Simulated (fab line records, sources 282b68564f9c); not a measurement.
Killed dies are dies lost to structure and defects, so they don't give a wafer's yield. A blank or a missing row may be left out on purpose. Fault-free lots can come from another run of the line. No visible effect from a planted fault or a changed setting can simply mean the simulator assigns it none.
fab line records + flow ritCmos
[record]
- lots = 5
- wafers = 15
- lastDay = 7
route steps=202 shown M1@184
lots untouched by any fault: they come from a run of this same line in which no faults occurred
startH: hours from the record's first day to the start of the lot's first wafer shown + waitH: hours elapsed since this lot's preceding step + " as in the row above + L1.1+2: a single row standing in for several wafers + - no value, or no start was given + * or withheld: withheld + < > ~ a bound
route shown NAME@n: NAME is a module with steps in the file, n the number in the route of the first one + usual: the fault-free wafers' mean and standard deviation + same: alike in all rows + chamber/n: place in a boat + sites: readings site by site + _std_site: standard deviation across them + _edge_site: the outer-site mean with the inner-site mean subtracted + radiusMm: how far each site lies from the wafer's centre + mask NAME#n: copy n + behind: the tool/chamber that last shaped the wafer + hold: cause of the lot's hold/its duration in hours/its outcome + device: which transistor (n, p or np) failed to switch + end of line: the route-end tests of the same wafers + where a step has no rows: the recipe by itself + killed: count of dies lost to structure and defects at first sort (not the wafer's yield) + map: the dies of a wafer, with x for killed, . for not killed, _ for no die there
set.NAME: the setting the step ran with; set.NAME@STEP: the setting that earlier step ran with + model.NAME: the simulator's own value behind a step, which no gauge read
lots at some steps of the route; a table a step, a row a wafer
services: a tool's chamber out of use, with start hour (startH, from the record's first day; less than 0 if before it), hours out, and reason
[[steps]]
[step RIT_M1_SPUTTER_00]
[recipe]
- material = Al
- targetThkNm = 400
- powerW = 2000
- chamberPressurePa = 0.4
- gas = Ar
- timeS = 500
- substrateTempC = 25
[usual]
- throttleValvePct = 30.3/0.98
| lot.wafer | tool          | chamber | startH | waitH | throttleValvePct |
|-----------|---------------|---------|--------|-------|------------------|
| L157.1    | pvdSputter-02 | -       | 77.20  | 0.0   | 31.0             |
| L157.2    | "             | -       | "      | "     | 29.6             |
| L157.6    | "             | -       | "      | "     | 31.3             |
| L161.2    | pvdSputter-01 | -       | 94.40  | 0.0   | 29.3             |
| L161.3    | "             | -       | "      | "     | 31.7             |
| L161.4    | "             | -       | "      | "     | 32.0             |
| L169.1    | pvdSputter-04 | -       | 132.76 | 0.0   | 29.1             |
| L169.2    | "             | -       | "      | "     | 29.7             |
| L169.4    | "             | -       | "      | "     | 30.8             |
| L170.4    | pvdSputter-02 | -       | 141.10 | 0.0   | 29.4             |
| L170.5    | "             | -       | "      | "     | 31.4             |
| L170.6    | "             | -       | "      | "     | 29.5             |
| L175.1    | pvdSputter-04 | -       | 166.07 | 0.0   | 29.9             |
| L175.3    | "             | -       | "      | "     | 31.1             |
| L175.6    | "             | -       | "      | "     | 31.0             |
[step RIT_M1_RS_MEAS_01]
[recipe]
- thkMeasGauge = four-point-probe
- reads = Al_of_M1_SPUTTER_00
[usual]
- M1_AL_RS = 0.0733/0.00074
| lot.wafer | tool         | chamber | startH | waitH | M1_AL_RS[ohm/sq] |
|-----------|--------------|---------|--------|-------|------------------|
| L157.1    | filmMetro-04 | -       | 77.49  | 0.1   | 0.0735           |
| L157.2    | "            | -       | "      | "     | 0.0728           |
| L157.6    | "            | -       | "      | "     | 0.0737           |
| L161.2    | filmMetro-01 | -       | 94.71  | 0.2   | 0.0734           |
| L161.3    | "            | -       | "      | "     | 0.0725           |
| L161.4    | "            | -       | "      | "     | 0.0731           |
| L169.1    | filmMetro-04 | -       | 133.06 | 0.1   | 0.0742           |
| L169.2    | "            | -       | "      | "     | 0.0742           |
| L169.4    | "            | -       | "      | "     | 0.0741           |
| L170.4    | filmMetro-01 | -       | 141.45 | 0.2   | 0.0731           |
| L170.5    | "            | -       | "      | "     | 0.0732           |
| L170.6    | "            | -       | "      | "     | 0.0740           |
| L175.1    | filmMetro-02 | -       | 166.39 | 0.2   | 0.0738           |
| L175.3    | "            | -       | "      | "     | 0.0727           |
| L175.6    | "            | -       | "      | "     | 0.0732           |
[step RIT_M1_THK_MEAS_02]
[recipe]
- thkMeasGauge = xrf
- reads = Al_of_M1_SPUTTER_00
[usual]
- M1_AL_THK = 398/4.8
| lot.wafer | tool         | chamber | startH | waitH | M1_AL_THK[nm] |
|-----------|--------------|---------|--------|-------|---------------|
| L157.1    | filmMetro-04 | -       | 77.61  | 0.1   | 394           |
| L157.2    | "            | -       | "      | "     | 398           |
| L157.6    | "            | -       | "      | "     | 394           |
| L161.2    | filmMetro-01 | -       | 94.82  | 0.1   | 399           |
| L161.3    | "            | -       | "      | "     | 403           |
| L161.4    | "            | -       | "      | "     | 401           |
| L169.1    | filmMetro-04 | -       | 133.18 | 0.1   | 391           |
| L169.2    | "            | -       | "      | "     | 393           |
| L169.4    | "            | -       | "      | "     | 392           |
| L170.4    | filmMetro-01 | -       | 141.54 | 0.1   | 395           |
| L170.5    | "            | -       | "      | "     | 396           |
| L170.6    | "            | -       | "      | "     | 390           |
| L175.1    | filmMetro-02 | -       | 166.51 | 0.1   | 398           |
| L175.3    | "            | -       | "      | "     | 403           |
| L175.6    | "            | -       | "      | "     | 405           |
[step RIT_M1_HMDS_03]
[recipe]
- primeTimeS = 60
- primeTempC = 140
[step RIT_M1_COAT_04]
[recipe]
- resist = NOVOLAK
- spinRpm = 2000
- resistThkNm = 1300
[step RIT_M1_SOFTBAKE_05]
[recipe]
- resist = NOVOLAK
- tempC = 90
- timeS = 60
[step RIT_M1_EXPOSE_06]
[recipe]
- maskId = M12
- na = 0.6
- sourceShape = conventional
- sigmaOuter = 0.5
- targetCdNm = 2600
- doseMj = 255.8
[step RIT_M1_PEB_07]
[recipe]
- resist = NOVOLAK
- tempC = withheld
- timeS = withheld
[step RIT_M1_DEVELOP_08]
[recipe]
- resist = NOVOLAK
- developTimeS = 68
- devTempC = 23
[step RIT_M1_CD_MEAS_09]
[recipe]
- targetCdNm = 2600
[usual]
- cdNm = 2600.2/2.4
| lot.wafer | tool     | chamber | startH | waitH | cdNm   |
|-----------|----------|---------|--------|-------|--------|
| L157.1    | cdSem-01 | -       | 78.72  | -     | 2597.9 |
| L157.2    | "        | -       | "      | "     | 2597.7 |
| L157.6    | "        | -       | "      | "     | 2598.3 |
| L161.2    | cdSem-01 | -       | 95.88  | -     | 2600.5 |
| L161.3    | "        | -       | "      | "     | 2599.4 |
| L161.4    | "        | -       | "      | "     | 2599.7 |
| L169.1    | cdSem-02 | -       | 134.24 | -     | 2597.1 |
| L169.2    | "        | -       | "      | "     | 2596.7 |
| L169.4    | "        | -       | "      | "     | 2597.6 |
| L170.4    | cdSem-02 | -       | 142.83 | -     | 2602.6 |
| L170.5    | "        | -       | "      | "     | 2602.0 |
| L170.6    | "        | -       | "      | "     | 2602.2 |
| L175.1    | cdSem-01 | -       | 167.58 | -     | 2595.3 |
| L175.3    | "        | -       | "      | "     | 2595.9 |
| L175.6    | "        | -       | "      | "     | 2593.4 |
[step RIT_M1_OVL_MEAS_10]
[usual]
- M1_OVL = -1.3/1.7
| lot.wafer | tool       | chamber | startH | waitH | M1_OVL[nm] |
|-----------|------------|---------|--------|-------|------------|
| L157.1    | overlay-02 | -       | 78.84  | 0.1   | -3.4       |
| L157.2    | "          | -       | "      | "     | -2.2       |
| L157.6    | "          | -       | "      | "     | -2.0       |
| L161.2    | overlay-02 | -       | 95.98  | 0.1   | -2.0       |
| L161.3    | "          | -       | "      | "     | -1.4       |
| L161.4    | "          | -       | "      | "     | -1.4       |
| L169.1    | overlay-01 | -       | 134.36 | 0.1   | -1.5       |
| L169.2    | "          | -       | "      | "     | -1.2       |
| L169.4    | "          | -       | "      | "     | -1.6       |
| L170.4    | overlay-01 | -       | 142.91 | 0.1   | 1.4        |
| L170.5    | "          | -       | "      | "     | -0.2       |
| L170.6    | "          | -       | "      | "     | -0.8       |
| L175.1    | overlay-01 | -       | 167.70 | 0.1   | -2.0       |
| L175.3    | "          | -       | "      | "     | -4.9       |
| L175.6    | "          | -       | "      | "     | -3.4       |
[step RIT_M1_HARDBAKE_11]
[recipe]
- resist = NOVOLAK
- tempC = 140
- timeS = 120
[step RIT_M1_METAL_ETCH_12]
[recipe]
- stopOn = SiO2
- chemistry = Cl2/BCl3
- target = Al
- timeS = 165
- overEtchFrac = 0.5
- pressureMtorr = 100
- targetDepthA = 6000
- rfW = 250
- Cl2_flow_sccm = 60
- bcl3FlowSccm = 50
[usual]
- drypumpMotorCurrentA = 5.6/0.47
- oesProductAu = 0.775/0.016
- throttleValvePct = 8.21/0.066
| lot.wafer | tool        | chamber | startH | waitH | drypumpMotorCurrentA | oesProductAu | rfHoursCounterH | throttleValvePct | model.NOVOLAK_of_M1_COAT_04.thkNm | model.SiO2_of_CONTACT_CVD_00.thkNm | model.M1.featureDepthNm |
|-----------|-------------|---------|--------|-------|----------------------|--------------|-----------------|------------------|-----------------------------------|------------------------------------|-------------------------|
| L157.1    | rieMetal-03 | 1       | 79.12  | 0.2   | 5.8                  | 0.751        | 35              | 8.18             | 803.7                             | 364.7                              | 431.8                   |
| L157.2    | "           | 0       | "      | "     | 6.0                  | 0.763        | 37              | 8.19             | 825                               | 366.1                              | 434                     |
| L157.6    | "           | 0       | "      | "     | 6.0                  | 0.763        | -               | 8.20             | 824.5                             | 375.2                              | 428.8                   |
| L161.2    | rieMetal-01 | 1       | 96.26  | 0.2   | 5.8                  | 0.800        | 3               | 8.25             | 813.6                             | 369                                | 431.6                   |
| L161.3    | "           | 1       | "      | "     | 5.8                  | 0.797        | -               | 8.24             | 810.7                             | 367.3                              | 436.6                   |
| L161.4    | "           | 0       | "      | "     | 5.5                  | 0.782        | -               | 8.11             | 811.7                             | 374.4                              | 434                     |
| L169.1    | rieMetal-03 | 1       | 134.65 | 0.2   | 5.8                  | 0.747        | 36              | 8.17             | 693.2                             | 357.2                              | 440.7                   |
| L169.2    | "           | 0       | "      | "     | 6.0                  | 0.762        | 37              | 8.19             | 828.1                             | 373.4                              | 426.2                   |
| L169.4    | "           | 0       | "      | "     | 6.0                  | 0.759        | -               | 8.19             | 825.5                             | 375.2                              | 427.1                   |
| L170.4    | rieMetal-01 | 1       | 143.23 | 0.1   | 5.8                  | 0.802        | -               | 8.26             | 819.1                             | 377.3                              | 432.3                   |
| L170.5    | "           | 0       | "      | "     | 5.4                  | 0.778        | -               | 8.10             | 823.9                             | 375.3                              | 432.9                   |
| L170.6    | "           | 1       | "      | "     | 5.8                  | 0.797        | -               | 8.25             | 816.1                             | 376.1                              | 429.4                   |
| L175.1    | rieMetal-01 | 0       | 167.99 | 0.2   | 5.4                  | 0.776        | 4               | 8.10             | 813                               | 368.9                              | 429.8                   |
| L175.3    | "           | 0       | "      | "     | 5.4                  | 0.775        | -               | 8.10             | 810.7                             | 373                                | 435.7                   |
| L175.6    | "           | 0       | "      | "     | 5.4                  | 0.769        | -               | 8.11             | 811.9                             | 372.2                              | 432.7                   |
[step RIT_M1_STRIP_13]
[recipe]
- chemistry = nmp
- resist = NOVOLAK
- tempC = 80
- timeS = 600
- dry = n2Spin
[step RIT_M1_STRIP_14]
[recipe]
- chemistry = O2
- timeS = 180
- platenTempC = withheld
- powerW = 500
- pressureMtorr = 4000
- o2FlowSccm = 4000
[usual]
- drypumpMotorCurrentA = 5.7/0.39
- o2FlowSccm = 3996/11
- rfReflPowerW = 7.4/1.2
| lot.wafer | tool           | chamber | startH | waitH | drypumpMotorCurrentA | o2FlowSccm | rfHoursCounterH | rfReflPowerW |
|-----------|----------------|---------|--------|-------|----------------------|------------|-----------------|--------------|
| L157.1    | plasmaAsher-01 | 1       | 79.46  | 0.0   | 6.2                  | 4000       | 43              | 7.1          |
| L157.2    | "              | 0       | "      | "     | 5.3                  | 4000       | 43              | 5.2          |
| L157.6    | "              | 1       | "      | "     | 6.1                  | 4010       | -               | 6.8          |
| L161.2    | plasmaAsher-03 | 1       | 96.62  | 0.0   | 5.8                  | 3999       | 45              | 7.7          |
| L161.3    | "              | 1       | "      | "     | 5.8                  | 3994       | -               | 7.3          |
| L161.4    | "              | 0       | "      | "     | 5.0                  | 3974       | -               | 6.9          |
| L169.1    | plasmaAsher-02 | 0       | 135.04 | 0.0   | 6.0                  | 4004       | 50              | 9.5          |
| L169.2    | "              | 1       | "      | "     | 5.7                  | 4006       | 50              | 7.0          |
| L169.4    | "              | 0       | "      | "     | 6.0                  | 4011       | -               | 9.3          |
| L170.4    | plasmaAsher-03 | 0       | 143.58 | 0.1   | 5.0                  | 3992       | -               | 6.9          |
| L170.5    | "              | 0       | "      | "     | 5.0                  | 3999       | -               | 7.2          |
| L170.6    | "              | 1       | "      | "     | 5.8                  | 3985       | -               | 7.2          |
| L175.1    | plasmaAsher-02 | 0       | 168.34 | 0.0   | 6.0                  | 3960       | 53              | 9.4          |
| L175.3    | "              | 1       | "      | "     | 5.7                  | 3985       | -               | 6.9          |
| L175.6    | "              | 1       | "      | "     | 5.8                  | 3975       | -               | 6.7          |
[step RIT_M1_CD_MEAS_90]
[recipe]
- targetCdNm = 2600
[usual]
- cdNm = 2601/3.1
| lot.wafer | tool     | chamber | startH | waitH | cdNm |
|-----------|----------|---------|--------|-------|------|
| L157.1    | cdSem-01 | -       | 79.64  | 0.1   | 2596 |
| L157.2    | "        | -       | "      | "     | 2601 |
| L157.6    | "        | -       | "      | "     | 2601 |
| L161.2    | cdSem-01 | -       | 96.81  | 0.1   | 2598 |
| L161.3    | "        | -       | "      | "     | 2598 |
| L161.4    | "        | -       | "      | "     | 2598 |
| L169.1    | cdSem-01 | -       | 135.21 | 0.1   | 2588 |
| L169.2    | "        | -       | "      | "     | 2600 |
| L169.4    | "        | -       | "      | "     | 2601 |
| L170.4    | cdSem-01 | -       | 143.75 | 0.1   | 2600 |
| L170.5    | "        | -       | "      | "     | 2600 |
| L170.6    | "        | -       | "      | "     | 2599 |
| L175.1    | cdSem-01 | -       | 168.52 | 0.1   | 2596 |
| L175.3    | "        | -       | "      | "     | 2596 |
| L175.6    | "        | -       | "      | "     | 2593 |
[step RIT_M1_ANNEAL_15]
[recipe]
- tempC = 450
- timeS = 1767
- ambient = forming_gas_H2N2
[step RIT_M1_PROBE_99]
[usual]
- defectLimitedYield = 97.4/1.2
- killedAtContacts = 0.1/0.34
- killedAtFrontEnd = 7/3
- killedDies = 7/3.1
- killedOpen = 3.4/1.9
- killedShort = 3.4/2.1
- sort_bin_3_pad_short = 0.1/0.2
- sort_bin_5_function = 1.5/0.83
- sort_bin_6_memory = 1.0/0.66
- sortNPass = 257/3.1
- sortYieldPct = 97.4/1.2
[same]
- grossDies = 264
- killed_at_M0_to_M3 = 0
- killed_at_M4_up = 0
- killedAtBackSide = 0
- killedAtOther = 0
| lot.wafer | tool      | chamber | startH | waitH | defectLimitedYield[%] | killedAtContacts | killedAtFrontEnd | killedDies | killedOpen | killedShort | sort_bin_3_pad_short[%] | sort_bin_5_function[%] | sort_bin_6_memory[%] | sortNPass | sortYieldPct[%] | model.etest.antennaM1.vtShiftV |
|-----------|-----------|---------|--------|-------|-----------------------|------------------|------------------|------------|------------|-------------|-------------------------|------------------------|----------------------|-----------|-----------------|--------------------------------|
| L157.1    | prober-02 | -       | 81.38  | 0.1   | 98.5                  | 0                | 4                | 4          | 3          | 1           | 0                       | 0.4                    | 1.1                  | 260       | 98.5            | -0.012                         |
| L157.2    | prober-02 | -       | 81.43  | 0.1   | 98.1                  | 0                | 5                | 5          | 2          | 3           | 0                       | 1.1                    | 0.8                  | 259       | 98.1            | -0.006427                      |
| L157.6    | prober-02 | -       | 81.63  | 0.2   | 97.7                  | 0                | 6                | 6          | 3          | 3           | 0                       | 0.4                    | 1.9                  | 258       | 97.7            | -0.008886                      |
| L161.2    | prober-02 | -       | 98.65  | 0.1   | 93.9                  | 0                | 16               | 16         | 4          | 12          | 0.4                     | 3.0                    | 2.7                  | 248       | 93.9            | -0.008833                      |
| L161.3    | prober-02 | -       | 98.70  | 0.2   | 97.7                  | 0                | 6                | 6          | 3          | 3           | 0                       | 0.8                    | 1.5                  | 258       | 97.7            | -0.008801                      |
| L161.4    | prober-02 | -       | 98.75  | 0.2   | 95.8                  | 1                | 10               | 11         | 6          | 5           | 0                       | 3.0                    | 1.1                  | 253       | 95.8            | -0.01261                       |
| L169.1    | prober-02 | -       | 138.22 | 0.1   | 96.6                  | 0                | 9                | 9          | 3          | 6           | 0                       | 2.7                    | 0.8                  | 255       | 96.6            | -0.0255                        |
| L170.5    | prober-01 | -       | 146.41 | 0.2   | 97.7                  | 0                | 6                | 6          | 2          | 3           | 0                       | 1.9                    | 0.4                  | 258       | 97.7            | -0.01412                       |
| L175.1    | prober-01 | -       | 170.98 | 0.1   | 98.9                  | 0                | 3                | 3          | 0          | 3           | 0.8                     | 0.4                    | 0                    | 261       | 98.9            | -0.01167                       |
| L175.3    | prober-01 | -       | 171.08 | 0.2   | 96.2                  | 0                | 10               | 10         | 6          | 4           | 0                       | 2.3                    | 1.5                  | 254       | 96.2            | -0.01244                       |
| L175.6    | prober-01 | -       | 171.23 | 0.2   | 97.3                  | 0                | 7                | 7          | 1          | 4           | 0.4                     | 1.5                    | 0.8                  | 257       | 97.3            | -0.0145                        |
// killed by level:class
L157.1 FOX1:geometricParticle:short=1 FOX1:geometricParticle:open=1 REOX:geometricParticle:open=1 SILICIDE:geometricParticle:open=1
L157.2 GATE:geometricParticle:short=2 FOX2:geometricParticle:open=1 SPACER:geometricParticle:short=1 SPACER:geometricParticle:open=1
L157.6 FOX2:geometricParticle:open=1 FOX2:geometricParticle:short=1 REOX:geometricParticle:open=1 REOX:geometricParticle:short=1 SPACER:geometricParticle:short=1 SPACER:geometricParticle:open=1
L161.2 GATE:geometricParticle:short=5 FOX1:geometricParticle:short=2 REOX:geometricParticle:short=2 GATE:geometricParticle:open=2 SPACER:geometricParticle:short=2 FOX1:geometricParticle:open=1 FOX2:geometricParticle:open=1 FOX2:geometricParticle:short=1
L161.3 GATE:geometricParticle:open=2 SPACER:geometricParticle:short=2 GATE:geometricParticle:short=1 SILICIDE:geometricParticle:open=1
L161.4 GATE:geometricParticle:short=4 SPACER:geometricParticle:open=4 GATE:geometricParticle:open=1 REOX:geometricParticle:open=1 CONTACT:geometricParticle:short=1
L169.1 REOX:geometricParticle:short=3 FOX1:geometricParticle:short=2 GATE:geometricParticle:open=2 GATE:geometricParticle:short=1 REOX:geometricParticle:open=1
L170.5 SILICIDE:geometricParticle:short=2 GATE:geometricParticle:open=1 REOX:geometricParticle:short=1 SILICIDE:geometricParticle:open=1 GATE:coatMicrobubblePrinted=1
L175.1 SPACER:geometricParticle:short=2 SILICIDE:geometricParticle:short=1
L175.3 SILICIDE:geometricParticle:open=4 SILICIDE:geometricParticle:short=3 GATE:geometricParticle:open=1 SPACER:geometricParticle:open=1 SPACER:geometricParticle:short=1
L175.6 SPACER:geometricParticle:short=2 PWELL:coatMicrobubblePrinted=2 GATE:geometricParticle:open=1 GATE:geometricParticle:short=1 REOX:geometricParticle:short=1
[[services]]
| tool           | chamber | startH | hours | kind      |
|----------------|---------|--------|-------|-----------|
| pvdSputter-02  | -       | 104.56 | 4.8   | repair    |
| plasmaAsher-01 | -       | 108.75 | 9.0   | pm        |
| plasmaAsher-01 | 0       | 108.75 | 9.0   | ventCycle |
| plasmaAsher-01 | 1       | 108.75 | 9.0   | ventCycle |
| plasmaAsher-01 | 0       | 117.75 | -     | clean     |
| plasmaAsher-01 | 1       | 117.75 | -     | clean     |
| pvdSputter-04  | -       | 123.40 | 1.7   | repair    |
| pvdSputter-02  | -       | 133.29 | 6.5   | repair    |
| rieMetal-03    | -       | 136.12 | 20.0  | pm        |
| rieMetal-03    | 0       | 136.12 | 20.0  | ventCycle |
| rieMetal-03    | 1       | 136.12 | 20.0  | ventCycle |
| rieMetal-03    | 0       | 156.12 | -     | clean     |
| rieMetal-03    | 1       | 156.12 | -     | clean     |
[[key]]
[firstSign]
- step = RIT_M1_CD_MEAS_90
- reading = cdNm
- direction = down
- sigmas = 4
- usual = 2601
- struck = 2588
effect none on later readings
[modelEffect]
- step = RIT_M1_METAL_ETCH_12
- value = NOVOLAK_of_M1_COAT_04.thkNm
- without = 804.8
- struck = 693.2
[modelEffect]
- step = RIT_M1_PROBE_99
- value = etest.antennaM1.vtShiftV
- without = -0.01411
- struck = -0.0255
metAt RIT_M1_METAL_ETCH_12
struckWafers L169.1
onsetBetween 79.12 134.65
[fault]
- kind = processParameterDrift
- tool = rieMetal-03
- chamber = 1
- onsetH = 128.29
- steps = RIT_M1_METAL_ETCH_12
- channel = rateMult
- offset = 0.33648
- shape = step
- endH = 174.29
